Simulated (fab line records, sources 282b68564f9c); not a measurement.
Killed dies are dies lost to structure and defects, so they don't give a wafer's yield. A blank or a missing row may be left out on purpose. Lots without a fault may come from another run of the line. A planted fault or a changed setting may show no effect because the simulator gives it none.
Split-lot experiment | flow rit_cmos | 5 lots, 23 wafers read, on a route of 202 steps

THE SPLIT
At RIT_SPACER_ETCHBACK_05 (etches Si3N4 in SF6/CHF3, stops on SiO2, target depth 250 nm, time 240 s), the setting time_s was moved away from the recipe's 240 s on 5 of the 23 wafers read, by -12.2% to -4.4%. The other wafers ran this setting at the recipe's value.

The reading is taken at the split's own step.

THE READING
oes_product_au, in a.u., at RIT_SPACER_ETCHBACK_05 (etches Si3N4 in SF6/CHF3, stops on SiO2, target depth 250 nm, time 240 s). Fault-free wafers of this fab line usually give 0.840 a.u., standard deviation 0.011 a.u..

wafer  | tool, chamber at the split | time_s as run, s | against the recipe | oes_product_au, a.u. | against lot-mates on the recipe
L075.1 | rie_diel-02, 1             | 229.5            | -4.4%              | 0.869                | +0.028
L075.2 | rie_diel-02, 0             | 240              | recipe             | 0.836                | -
L075.4 | rie_diel-02, 3             | 229.5            | -4.4%              | 0.868                | +0.027
L075.5 | rie_diel-02, 0             | 240              | recipe             | 0.847                | -
L075.6 | rie_diel-02, 1             | 229.5            | -4.4%              | 0.870                | +0.029
L076.1 | rie_diel-03, 3             | 240              | recipe             | 0.830                | -
L076.3 | rie_diel-03, 1             | 240              | recipe             | 0.818                | -
L076.4 | rie_diel-03, 0             | 240              | recipe             | 0.861                | -
L076.5 | rie_diel-03, 1             | 240              | recipe             | 0.818                | -
L076.6 | rie_diel-03, 2             | 240              | recipe             | 0.803                | -
L078.2 | rie_diel-04, 3             | 240              | recipe             | 0.846                | -
L078.3 | rie_diel-04, 2             | 240              | recipe             | 0.862                | -
L078.4 | rie_diel-04, 0             | 210.8            | -12.2%             | 0.933                | +0.079
L078.5 | rie_diel-04, 0             | 240              | recipe             | 0.853                | -
L078.6 | rie_diel-04, 3             | 210.8            | -12.2%             | 0.940                | +0.086
L082.1 | rie_diel-02, 3             | 240              | recipe             | 0.847                | -
L082.2 | rie_diel-02, 2             | 240              | recipe             | 0.838                | -
L082.6 | rie_diel-02, 0             | 240              | recipe             | 0.845                | -
L083.1 | rie_diel-02, 1             | 240              | recipe             | 0.831                | -
L083.2 | rie_diel-02, 2             | 240              | recipe             | 0.842                | -
L083.3 | rie_diel-02, 3             | 240              | recipe             | 0.839                | -
L083.5 | rie_diel-02, 3             | 240              | recipe             | 0.849                | -
L083.6 | rie_diel-02, 2             | 240              | recipe             | 0.844                | -

THE FIT
A straight line over all 23 wafers: oes_product_au changes by -0.00783 a.u. for each +1% of time_s; r = -0.90; the points scatter about the line by 0.014 a.u..
The same after taking each lot's own level away (the mean of its wafers on the recipe; 23 wafers): -0.00674 a.u. for each +1%; r = -0.92; scatter 0.011 a.u..
On that fit, the largest move of time_s shifts the reading by 0.082 a.u..
The lots' own levels span 0.8260 to 0.8537 a.u., that is 2.5 times the standard deviation above.
So the lot-to-lot level changes the slope: the two fits differ.
Check: with one of the wafers moved furthest among these (-12.2%) left out of the fit, the line predicts +0.0837 a.u. for it against its lot-mates. It came out at +0.0793 a.u. against them.
Tool readings at the split's step, against how far the setting was moved: oes_product_au r = -0.90.

OTHER SPLITS ON THESE WAFERS
These wafers also went through other splits before the reading. Each is held against what the fit with the lots' levels taken away leaves over:
other split on the same wafers   | wafers away from the commonest value | r with oes_product_au (lot level and that fit taken away)
RIT_ACTIVE_CVD_03 pressure_mtorr | 15                                   | -0.03
RIT_ACTIVE_COAT_06 spin_rpm      | 6                                    | +0.06
RIT_NWELL_COAT_01 spin_rpm       | 9                                    | -0.03
RIT_PWELL_COAT_01 resist_thk_nm  | 6                                    | +0.00
RIT_PWELL_IMPLANT_08 energy_kev  | 10                                   | -0.16
RIT_PRETRO_COAT_01 spin_rpm      | 6                                    | -0.41
RIT_PRETRO_IMPLANT_08 energy_kev | 10                                   | +0.35
RIT_GATE_OXIDATION_05 temp_c     | 15                                   | +0.02
RIT_GATE_EXPOSE_13 dose_mj       | 6                                    | -0.03
RIT_GATE_ETCH_19 time_s          | 9                                    | +0.17

THE WHOLE CHAIN: every reading that the file lists as answering this split, in the file's order
step                   | what it does                                                             | reading                                                                        | change (the file's fit)                   | r (the file's)
RIT_SPACER_ETCHBACK_05 | etches Si3N4 in SF6/CHF3, stops on SiO2, target depth 250 nm, time 240 s | oes_product_au                                                                 | -0.00677 a.u. for each +1% of the setting | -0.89
RIT_SPACER_ETCHBACK_05 | etches Si3N4 in SF6/CHF3, stops on SiO2, target depth 250 nm, time 240 s | Si3N4_of_SPACER_CVD_03.thk_nm (the simulator's own value, which no gauge read) | -0.636 nm for each +1% of the setting     | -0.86

THE FILE'S OWN FIT
oes_product_au changes by -0.00677 a.u. for each +1% of time_s, r = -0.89.
